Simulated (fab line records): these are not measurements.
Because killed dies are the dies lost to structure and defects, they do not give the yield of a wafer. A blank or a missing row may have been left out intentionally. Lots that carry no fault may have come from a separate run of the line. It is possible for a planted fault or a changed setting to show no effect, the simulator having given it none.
Split-lot trial || flow ritCmos || on a route of 202 steps: 5 lots, 23 wafers read

== SPLIT DETAILS ==
At RIT_ACTIVE_CVD_03 (deposits Si3N4 from SiH2Cl2/NH3, target thk 150 nm, time 1500 s), the setting sih2cl2FlowSccm was moved away from the recipe's 60 sccm on 20 of the 23 wafers read, by -7.6% to +14.8%. This setting was run at the recipe's value on the other wafers.

== FROM THE SPLIT TO THE READING: what the file shows between them, 5 steps ==
- RIT_ACTIVE_DEVELOP_10: develop time 50 s (also split here: developTimeS)
- RIT_ACTIVE_CD_MEAS_11: target cd 1400 nm
- RIT_ACTIVE_ETCH_13: etches Si3N4 in SF6, stops on SiO2, time 210 s, target depth 210 nm (also split here: rfW)
- RIT_ACTIVE_STRIP_14: strips in O2, time 180 s
- RIT_ACTIVE_CD_MEAS_90: target cd 1400 nm

== THE READING ==
Si3N4_of_ACTIVE_CVD_03.thkNm (the simulator's own value, which no gauge read), in nm, at RIT_FOX1_OXIDATION_00 (target thk 350.7 nm, ox time 1130 s). The file gives no usual value for it. The 3 wafers here that ran the recipe average 144.7 nm, standard deviation 0.74 nm.

{"wafer": "L075.2", "tool, chamber at the split": "-, -", "sih2cl2FlowSccm as run, sccm": 65.17, "against the recipe": "+8.6%", "Si3N4_of_ACTIVE_CVD_03.thkNm, nm": 147.3, "against lot-mates on the recipe": "no lot-mate on the recipe"}
{"wafer": "L075.3", "tool, chamber at the split": "-, -", "sih2cl2FlowSccm as run, sccm": 65.17, "against the recipe": "+8.6%", "Si3N4_of_ACTIVE_CVD_03.thkNm, nm": 145.8, "against lot-mates on the recipe": "no lot-mate on the recipe"}
{"wafer": "L075.4", "tool, chamber at the split": "-, -", "sih2cl2FlowSccm as run, sccm": 65.17, "against the recipe": "+8.6%", "Si3N4_of_ACTIVE_CVD_03.thkNm, nm": 145.9, "against lot-mates on the recipe": "no lot-mate on the recipe"}
{"wafer": "L075.5", "tool, chamber at the split": "-, -", "sih2cl2FlowSccm as run, sccm": 65.17, "against the recipe": "+8.6%", "Si3N4_of_ACTIVE_CVD_03.thkNm, nm": 147.9, "against lot-mates on the recipe": "no lot-mate on the recipe"}
{"wafer": "L075.6", "tool, chamber at the split": "-, -", "sih2cl2FlowSccm as run, sccm": 65.17, "against the recipe": "+8.6%", "Si3N4_of_ACTIVE_CVD_03.thkNm, nm": 146.3, "against lot-mates on the recipe": "no lot-mate on the recipe"}
{"wafer": "L077.1", "tool, chamber at the split": "-, -", "sih2cl2FlowSccm as run, sccm": 68.89, "against the recipe": "+14.8%", "Si3N4_of_ACTIVE_CVD_03.thkNm, nm": 150.1, "against lot-mates on the recipe": "no lot-mate on the recipe"}
{"wafer": "L077.2", "tool, chamber at the split": "-, -", "sih2cl2FlowSccm as run, sccm": 68.89, "against the recipe": "+14.8%", "Si3N4_of_ACTIVE_CVD_03.thkNm, nm": 149.9, "against lot-mates on the recipe": "no lot-mate on the recipe"}
{"wafer": "L077.3", "tool, chamber at the split": "-, -", "sih2cl2FlowSccm as run, sccm": 68.89, "against the recipe": "+14.8%", "Si3N4_of_ACTIVE_CVD_03.thkNm, nm": 151.2, "against lot-mates on the recipe": "no lot-mate on the recipe"}
{"wafer": "L077.4", "tool, chamber at the split": "-, -", "sih2cl2FlowSccm as run, sccm": 68.89, "against the recipe": "+14.8%", "Si3N4_of_ACTIVE_CVD_03.thkNm, nm": 150.5, "against lot-mates on the recipe": "no lot-mate on the recipe"}
{"wafer": "L077.6", "tool, chamber at the split": "-, -", "sih2cl2FlowSccm as run, sccm": 68.89, "against the recipe": "+14.8%", "Si3N4_of_ACTIVE_CVD_03.thkNm, nm": 150.7, "against lot-mates on the recipe": "no lot-mate on the recipe"}
{"wafer": "L079.1", "tool, chamber at the split": "lpcvd-01, 1", "sih2cl2FlowSccm as run, sccm": 60, "against the recipe": "recipe", "Si3N4_of_ACTIVE_CVD_03.thkNm, nm": 143.8, "against lot-mates on the recipe": "-"}
{"wafer": "L079.3", "tool, chamber at the split": "lpcvd-01, 1", "sih2cl2FlowSccm as run, sccm": 60, "against the recipe": "recipe", "Si3N4_of_ACTIVE_CVD_03.thkNm, nm": 144.8, "against lot-mates on the recipe": "-"}
{"wafer": "L079.5", "tool, chamber at the split": "lpcvd-01, 1", "sih2cl2FlowSccm as run, sccm": 60, "against the recipe": "recipe", "Si3N4_of_ACTIVE_CVD_03.thkNm, nm": 145.6, "against lot-mates on the recipe": "-"}
{"wafer": "L080.1", "tool, chamber at the split": "-, -", "sih2cl2FlowSccm as run, sccm": 56.04, "against the recipe": "-6.6%", "Si3N4_of_ACTIVE_CVD_03.thkNm, nm": 140.8, "against lot-mates on the recipe": "no lot-mate on the recipe"}
{"wafer": "L080.3", "tool, chamber at the split": "-, -", "sih2cl2FlowSccm as run, sccm": 56.04, "against the recipe": "-6.6%", "Si3N4_of_ACTIVE_CVD_03.thkNm, nm": 141.6, "against lot-mates on the recipe": "no lot-mate on the recipe"}
{"wafer": "L080.4", "tool, chamber at the split": "-, -", "sih2cl2FlowSccm as run, sccm": 56.04, "against the recipe": "-6.6%", "Si3N4_of_ACTIVE_CVD_03.thkNm, nm": 142.2, "against lot-mates on the recipe": "no lot-mate on the recipe"}
{"wafer": "L080.5", "tool, chamber at the split": "-, -", "sih2cl2FlowSccm as run, sccm": 56.04, "against the recipe": "-6.6%", "Si3N4_of_ACTIVE_CVD_03.thkNm, nm": 141.7, "against lot-mates on the recipe": "no lot-mate on the recipe"}
{"wafer": "L080.6", "tool, chamber at the split": "-, -", "sih2cl2FlowSccm as run, sccm": 56.04, "against the recipe": "-6.6%", "Si3N4_of_ACTIVE_CVD_03.thkNm, nm": 141.8, "against lot-mates on the recipe": "no lot-mate on the recipe"}
{"wafer": "L082.2", "tool, chamber at the split": "-, -", "sih2cl2FlowSccm as run, sccm": 55.42, "against the recipe": "-7.6%", "Si3N4_of_ACTIVE_CVD_03.thkNm, nm": 138.4, "against lot-mates on the recipe": "no lot-mate on the recipe"}
{"wafer": "L082.3", "tool, chamber at the split": "-, -", "sih2cl2FlowSccm as run, sccm": 55.42, "against the recipe": "-7.6%", "Si3N4_of_ACTIVE_CVD_03.thkNm, nm": 138.3, "against lot-mates on the recipe": "no lot-mate on the recipe"}
{"wafer": "L082.4", "tool, chamber at the split": "-, -", "sih2cl2FlowSccm as run, sccm": 55.42, "against the recipe": "-7.6%", "Si3N4_of_ACTIVE_CVD_03.thkNm, nm": 137.9, "against lot-mates on the recipe": "no lot-mate on the recipe"}
{"wafer": "L082.5", "tool, chamber at the split": "-, -", "sih2cl2FlowSccm as run, sccm": 55.42, "against the recipe": "-7.6%", "Si3N4_of_ACTIVE_CVD_03.thkNm, nm": 137.9, "against lot-mates on the recipe": "no lot-mate on the recipe"}
{"wafer": "L082.6", "tool, chamber at the split": "-, -", "sih2cl2FlowSccm as run, sccm": 55.42, "against the recipe": "-7.6%", "Si3N4_of_ACTIVE_CVD_03.thkNm, nm": 137.1, "against lot-mates on the recipe": "no lot-mate on the recipe"}

THE FIT
A straight line over all 23 wafers: Si3N4_of_ACTIVE_CVD_03.thkNm changes by +0.474 nm for each +1% of sih2cl2FlowSccm; r = +0.95; the points scatter about the line by 1.4 nm.
Too few moved wafers have a lot-mate on the recipe to fit a line with each lot's own level taken away.

== THE WHOLE CHAIN: every reading that the file lists as answering this split, in the file's order ==
{"step": "RIT_ACTIVE_CVD_03", "what it does": "deposits Si3N4 from SiH2Cl2/NH3, target thk 150 nm, time 1500 s", "reading": "Si3N4_of_ACTIVE_CVD_03.thkNm (the simulator's own value, which no gauge read)", "change (the file's fit)": "+0.429 nm for each +1% of the setting", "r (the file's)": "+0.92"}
{"step": "RIT_FOX1_OXIDATION_00", "what it does": "target thk 350.7 nm, ox time 1130 s", "reading": "Si3N4_of_ACTIVE_CVD_03.thkNm (the simulator's own value, which no gauge read)", "change (the file's fit)": "+0.474 nm for each +1% of the setting", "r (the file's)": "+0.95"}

== THE FILE'S OWN FIT ==
Si3N4_of_ACTIVE_CVD_03.thkNm changes by +0.474 nm for each +1% of sih2cl2FlowSccm, r = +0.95.
